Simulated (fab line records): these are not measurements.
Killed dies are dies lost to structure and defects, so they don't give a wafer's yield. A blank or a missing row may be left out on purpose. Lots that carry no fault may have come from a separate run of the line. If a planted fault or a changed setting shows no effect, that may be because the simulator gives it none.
fab line records    flow berkeley-cmos170
[record] lots = 7  wafers = 21  last-day = 13
route steps=331 shown PLDD@149 NLDD@158 M3@331
lots that met no fault: from a run of the same line without faults
start-h: hours from the record's first day to the start of the lot's first wafer shown    wait-h: hours elapsed since this lot's preceding step    " identical to the entry in the row above    L1.1+2: one row covering several wafers at once    - no value, or no start given    * or withheld: withheld    < > ~ a bound
route shown NAME@n: names a module that has steps shown in the file, with the first one's number in the route    usual: average and standard deviation across the fault-free wafers    same: alike in all rows    chamber/n: place in a boat    sites: readings site by site    _std_site: standard deviation of those values    _edge_site: inner sites' mean taken away from outer sites' mean    radius-mm: how far each site lies from the wafer's centre    mask NAME#n: copy n    behind: the most recent tool/chamber to have shaped the wafer    hold: reason for holding the lot/hours on hold/outcome of the hold    device: transistor that didn't switch, given as n, p or np    end of line: the route-end tests of the same wafers    for a step that has no rows: nothing shown but its recipe    killed: count of dies lost to structure and defects at first sort (not the wafer's yield)    map: per-die view of a wafer (x killed, . not killed, _ where there is no die)
set.NAME: the setting that was run; set.NAME@STEP: the one run at that earlier step    model.NAME: the simulator's own value behind a step, which no gauge read
certain route steps with their lots: each step a table, each wafer a row
services: when a tool's chamber went out of use (start-h, in hours from the record's first day, below 0 if earlier), for how many hours, and the reason
[[steps]]
[step UCB170_PLDD_PEB_04]
[recipe] peb-temp-c = 130  peb-time-s = withheld  resist = KrF
[step UCB170_PLDD_DEVELOP_05]
[recipe] developer = TMAH  develop-time-s = 45  resist = KrF  dev-temp-c = 21
[step UCB170_PLDD_CD_MEAS_06]
[recipe] target-cd-nm = 1200
[usual] cd-nm = 1200.5/1.6
lot.wafer  tool       chamber  start-h  wait-h  cd-nm
L859.2     cd-sem-01  -        167.63   -       1203.7
L859.4     "          -        "        "       1201.5
L859.6     "          -        "        "       1201.1
L863.3     cd-sem-01  -        186.58   -       1201.7
L863.4     "          -        "        "       1200.9
L863.5     "          -        "        "       1201.6
L864.3     cd-sem-01  -        187.63   -       1200.8
L864.4     "          -        "        "       1201.7
L864.6     "          -        "        "       1201.0
L868.1     cd-sem-01  -        213.81   -       1199.5
L868.2     "          -        "        "       1201.1
L868.6     "          -        "        "       1199.5
L874.1     cd-sem-02  -        246.48   -       1202.8
L874.3     "          -        "        "       1202.0
L874.5     "          -        "        "       1203.2
L875.1     cd-sem-01  -        246.89   -       1201.8
L875.3     "          -        "        "       1201.7
L875.5     "          -        "        "       1202.0
L876.2     cd-sem-02  -        263.56   -       1201.2
L876.3     "          -        "        "       1200.7
L876.4     "          -        "        "       1200.3
[step UCB170_PLDD_OVL_MEAS_07]
[usual] PLDD_OVL = 8/4.8
lot.wafer  tool        chamber  start-h  wait-h  PLDD_OVL[nm]
L859.2     overlay-01  -        167.74   0.1     11
L859.4     "           -        "        "       10
L859.6     "           -        "        "       8
L863.3     overlay-02  -        186.67   0.1     5
L863.4     "           -        "        "       9
L863.5     "           -        "        "       16
L864.3     overlay-02  -        187.72   0.1     6
L864.4     "           -        "        "       6
L864.6     "           -        "        "       4
L868.1     overlay-01  -        213.93   0.1     1
L868.2     "           -        "        "       4
L868.6     "           -        "        "       4
L874.1     overlay-02  -        246.60   0.1     2
L874.3     "           -        "        "       7
L874.5     "           -        "        "       12
L875.1     overlay-02  -        247.01   0.1     1
L875.3     "           -        "        "       -1
L875.5     "           -        "        "       5
L876.2     overlay-01  -        263.67   0.1     5
L876.3     "           -        "        "       14
L876.4     "           -        "        "       15
[step UCB170_PLDD_IMPLANT_08]
[recipe] species = BF2  dose-cm2 = 5e+13  energy-kev = 10  tilt-deg = 7  rotation-deg = 0
[step UCB170_PLDD_IMPLANT_09]
[recipe] species = BF2  dose-cm2 = 5e+13  energy-kev = 10  tilt-deg = 7  rotation-deg = 180
[step UCB170_PLDD_STRIP_10]
[recipe] chemistry = O2  power-w = 400  pressure-mtorr = 3500  platen-temp-c = withheld  o2-flow-sccm = 400  overash-fraction = 0.5
[usual] drypump-motor-current-A = 5.9/0.5  oes-product-au = 0.735/0.0045  strip-time-to-endpoint-s = 21.64/0.073
lot.wafer  tool             chamber  start-h  wait-h  drypump-motor-current-A  oes-product-au  rf-hours-counter-h  strip-time-to-endpoint-s
L859.2     plasma-asher-03  0        168.07   0.1     5.8                      0.741           38                  21.67
L859.4     "                1        "        "       5.1                      0.732           -                   21.70
L859.6     "                0        "        "       5.8                      0.729           -                   21.72
L863.3     plasma-asher-02  1        187.03   0.1     6.1                      0.741           -                   21.53
L863.4     "                0        "        "       6.7                      0.741           -                   21.53
L863.5     "                1        "        "       6.1                      0.742           -                   21.52
L864.3     plasma-asher-04  0        188.08   0.1     6.1                      0.738           -                   21.68
L864.4     "                1        "        "       5.5                      0.738           -                   21.78
L864.6     "                1        "        "       5.5                      0.739           -                   21.88
L868.1     plasma-asher-02  0        214.27   0.1     6.7                      0.726           49                  21.66
L868.2     "                1        "        "       6.0                      0.734           49                  21.63
L868.6     "                0        "        "       6.7                      0.740           -                   21.61
L874.1     plasma-asher-02  0        246.93   0.1     6.7                      0.731           52                  21.48
L874.3     "                0        "        "       6.7                      0.738           -                   21.56
L874.5     "                1        "        "       6.1                      0.741           -                   21.53
L875.1     plasma-asher-02  0        247.35   0.1     6.7                      0.739           52                  21.65
L875.3     "                0        "        "       6.7                      0.736           -                   21.59
L875.5     "                0        "        "       6.8                      0.734           -                   21.61
L876.2     plasma-asher-04  1        264.00   0.1     5.5                      0.730           17                  21.57
L876.3     "                0        "        "       6.1                      0.741           -                   21.56
L876.4     "                1        "        "       5.5                      0.734           -                   21.59
[step UCB170_PLDD_TW_MEAS_11]
[usual] PLDD_TW = 1014/5
lot.wafer  tool           chamber  start-h  wait-h  PLDD_TW
L859.2     film-metro-01  -        168.18   0.1     1017
L859.4     "              -        "        "       1017
L859.6     "              -        "        "       1012
L863.3     film-metro-03  -        187.11   0.1     1011
L863.4     "              -        "        "       1010
L863.5     "              -        "        "       1013
L864.3     film-metro-04  -        188.17   0.1     1014
L864.4     "              -        "        "       1020
L864.6     "              -        "        "       1021
L868.1     film-metro-03  -        214.37   0.1     1018
L868.2     "              -        "        "       1015
L868.6     "              -        "        "       1007
L874.1     film-metro-01  -        247.03   0.1     1019
L874.3     "              -        "        "       1013
L874.5     "              -        "        "       1015
L875.1     film-metro-03  -        247.45   0.1     1009
L875.3     "              -        "        "       1004
L875.5     "              -        "        "       1002
L876.2     film-metro-03  -        264.11   0.1     1005
L876.3     "              -        "        "       1011
L876.4     "              -        "        "       1003
[step UCB170_PLDD_CLEAN_12]
[recipe] chemistry = SPM  temp-c = 120  time-s = 600
[step UCB170_NLDD_HMDS_00]
[recipe] prime-time-s = 60  prime-temp-c = 100
[step UCB170_NLDD_COAT_01]
[recipe] resist = KrF  spin-rpm = 1500  resist-thk-nm = 900
[step UCB170_NLDD_SOFTBAKE_02]
[recipe] resist = KrF  temp-c = 130  time-s = 60
[step UCB170_NLDD_EXPOSE_03]
[recipe] mask-id = NSELECT  na = 0.5  sigma-outer = 0.6  source-shape = conventional  target-cd-nm = 1200  dose-mj = 30
[same] na = 0.5
lot.wafer   tool            chamber  start-h  wait-h  mask       model.NLDD.overlay-x-nm
L859.2+4+6  krf-scanner-01  0        169.28   0.2     NSELECT#0  0.5829
L863.3+4+5  krf-scanner-02  0        188.82   0.5     NSELECT#0  0.154
L864.3+4+6  krf-scanner-01  0        189.48   0.2     NSELECT#0  -5.741
L868.1+2+6  krf-scanner-01  0        215.39   0.2     NSELECT#0  -2.062
L874.1+3+5  krf-scanner-01  0        248.18   0.2     NSELECT#0  321.9
L875.1+3+5  krf-scanner-01  0        248.30   0.2     NSELECT#0  318.4
L876.2+3+4  krf-scanner-01  0        265.01   0.2     NSELECT#0  316.6
[step UCB170_NLDD_PEB_04]
[recipe] peb-temp-c = 130  peb-time-s = withheld  resist = KrF
[step UCB170_NLDD_DEVELOP_05]
[recipe] developer = TMAH  develop-time-s = 45  resist = KrF  dev-temp-c = 20.13
[step UCB170_NLDD_CD_MEAS_06]
[recipe] target-cd-nm = 1200
[usual] cd-nm = 1200.1/1.4
lot.wafer  tool       chamber  start-h  wait-h  cd-nm
L859.2     cd-sem-01  -        170.25   -       1200.8
L859.4     "          -        "        "       1200.7
L859.6     "          -        "        "       1201.2
L863.3     cd-sem-01  -        189.50   -       1201.4
L863.4     "          -        "        "       1200.1
L863.5     "          -        "        "       1199.5
L864.3     cd-sem-01  -        189.98   -       1200.0
L864.4     "          -        "        "       1201.6
L864.6     "          -        "        "       1199.9
L868.1     cd-sem-01  -        215.78   -       1199.3
L868.2     "          -        "        "       1198.0
L868.6     "          -        "        "       1198.9
L874.1     cd-sem-02  -        248.66   -       1199.6
L874.3     "          -        "        "       1199.6
L874.5     "          -        "        "       1199.2
L875.1     cd-sem-01  -        248.78   -       1202.4
L875.3     "          -        "        "       1202.2
L875.5     "          -        "        "       1202.5
L876.2     cd-sem-01  -        265.60   -       1197.9
L876.3     "          -        "        "       1198.1
L876.4     "          -        "        "       1199.9
[step UCB170_NLDD_OVL_MEAS_07]
[usual] NLDD_OVL = 2/6.2
lot.wafer  tool        chamber  start-h  wait-h  NLDD_OVL[nm]
L859.2     overlay-02  -        170.36   0.1     8
L859.4     "           -        "        "       12
L859.6     "           -        "        "       9
L863.3     overlay-02  -        189.60   0.1     -7
L863.4     "           -        "        "       -3
L863.5     "           -        "        "       -4
L864.3     overlay-02  -        190.08   0.1     8
L864.4     "           -        "        "       -9
L864.6     "           -        "        "       2
L868.1     overlay-01  -        215.90   0.1     -2
L868.2     "           -        "        "       5
L868.6     "           -        "        "       4
L874.1     overlay-02  -        248.78   0.1     330
L874.3     "           -        "        "       329
L874.5     "           -        "        "       329
L875.1     overlay-02  -        248.90   0.1     323
L875.3     "           -        "        "       313
L875.5     "           -        "        "       322
L876.2     overlay-02  -        265.71   0.1     323
L876.3     "           -        "        "       326
L876.4     "           -        "        "       312
[step UCB170_NLDD_IMPLANT_08]
[recipe] species = As  dose-cm2 = 5e+13  energy-kev = 30  tilt-deg = 7  rotation-deg = 0
[step UCB170_M3_PROBE_99]
lot.wafer  tool       chamber  start-h  wait-h  model.etest.nldd.line-ohm-um  model.etest.nldd.width-nm
L859.2     prober-02  -        202.50   0.1     1296                          606.5
L859.4     prober-02  -        202.60   0.2     1266                          611.5
L859.6     prober-02  -        202.70   0.2     1306                          600.7
L863.3     prober-01  -        227.03   0.2     1291                          595.6
L863.4     prober-01  -        227.08   0.2     1260                          610.2
L863.5     prober-01  -        227.13   0.2     1261                          606.8
L864.3     prober-01  -        229.46   0.2     1260                          627.6
L864.4     prober-01  -        229.51   0.2     1216                          630.9
L864.6     prober-01  -        229.61   0.2     1230                          632.9
L868.1     prober-01  -        249.34   0.1     1285                          602.1
L868.2     prober-01  -        249.39   0.1     1273                          602.5
L868.6     prober-01  -        249.59   0.2     1260                          608.6
L874.1     prober-02  -        282.59   0.1     1748                          442.8
L874.3     prober-02  -        282.69   0.2     1769                          433.9
L874.5     prober-02  -        282.79   0.2     1769                          437.8
L875.1     prober-02  -        285.69   0.1     1755                          443.4
L875.3     prober-02  -        285.79   0.2     1735                          441.5
L875.5     prober-02  -        285.89   0.2     1738                          440
L876.2     prober-01  -        300.33   0.1     1792                          436.8
L876.3     prober-01  -        300.38   0.2     1791                          439.5
L876.4     prober-01  -        300.43   0.2     1782                          437.4
// killed by level:class
L859.2 ACTIVE:area-etch=2 SILICIDE:geometric-particle:open=1 SILICIDE:geometric-particle:short=1 M1:geometric-particle:short=1 M2:geometric-particle:short=1 M3:geometric-particle:short=1
L859.4 V1:geometric-particle:open=2 START:geometric-particle:open=1 WELLDRIVE:geometric-particle:short=1 GATE:geometric-particle:open=1 GATE:geometric-particle:short=1
L859.6 START:geometric-particle:short=1 GATE:geometric-particle:short=1 SILICIDE:geometric-particle:short=1 M1:geometric-particle:open=1 V2:geometric-particle:short=1 ACTIVE:area-etch=1
L863.4 V2:geometric-particle:open=2 GATE:geometric-particle:short=1 M2:geometric-particle:short=1
L863.5 WELLDRIVE:geometric-particle:short=1 FIELD:geometric-particle:short=1 PLDD:coat-microbubble-printed=1
L864.3 FIELD:geometric-particle:short=1
L864.6 SCREENOX:geometric-particle:open=1 GATE:geometric-particle:short=1 SPACER:geometric-particle:short=1
L868.1 GATE:geometric-particle:short=1 SILICIDE:geometric-particle:open=1
L868.2 GATE:geometric-particle:open=3 GATE:geometric-particle:short=1 V1:geometric-particle:short=1
L868.6 SCREENOX:geometric-particle:short=1 GATE:geometric-particle:open=1 GATE:geometric-particle:short=1 V1:geometric-particle:open=1
L874.1 GATE:geometric-particle:short=2 GATE:geometric-particle:open=1 M1:geometric-particle:short=1 V2:geometric-particle:open=1
L874.3 GATE:geometric-particle:short=1 M1:geometric-particle:short=1
L874.5 GATE:geometric-particle:open=2 GATE:geometric-particle:short=1 SPACER:geometric-particle:open=1 M2:geometric-particle:short=1 M3:geometric-particle:short=1
[[services]]
tool            chamber  start-h  hours  kind
krf-scanner-01  -        152.89   1.0    pm
krf-scanner-02  -        171.71   0.8    pm
krf-scanner-02  0        174.37   -      calibration
krf-scanner-01  -        175.98   0.8    pm
krf-scanner-02  -        184.67   1.3    pm
krf-scanner-01  0        239.61   -      calibration
krf-scanner-02  -        258.97   1.0    pm
[[key]]
[first-sign] step = UCB170_NLDD_OVL_MEAS_07  reading = NLDD_OVL  direction = up  sigmas = 52  usual = 2  struck = 323
effect none on later readings
[model-effect] step = UCB170_NLDD_EXPOSE_03  value = NLDD.overlay-x-nm  without = -1.027  struck = 319
[model-effect] step = UCB170_M3_PROBE_99  value = etest.nldd.line-ohm-um  without = 1259  struck = 1764
met-at UCB170_NLDD_EXPOSE_03
struck-wafers L874.1,L874.3,L874.5,L875.1,L875.3,L875.5,L876.2,L876.3,L876.4
sort-left-out L875.1,L875.3,L875.5,L876.2,L876.3,L876.4
tester-left-out L874,L875,L876
onset-between 215.39 248.18
also-fits time
[fault] kind = scanner-matching-overlay  tool = krf-scanner-01  chamber = -  onset-h = 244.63  steps = UCB170_NLDD_EXPOSE_03  offset = 320
// tester-left-out: of these lots the tester's yield and bins aren't shown, on N5 and GAA mostly nor the transistor test; their killed dies are dies lost to structure and defects alone, not to doping, threshold or leakage, so they don't give the yield
// sort-left-out: the simulated sort isn't trusted on such a fault, so these wafers' sort isn't shown, and their yield isn't known
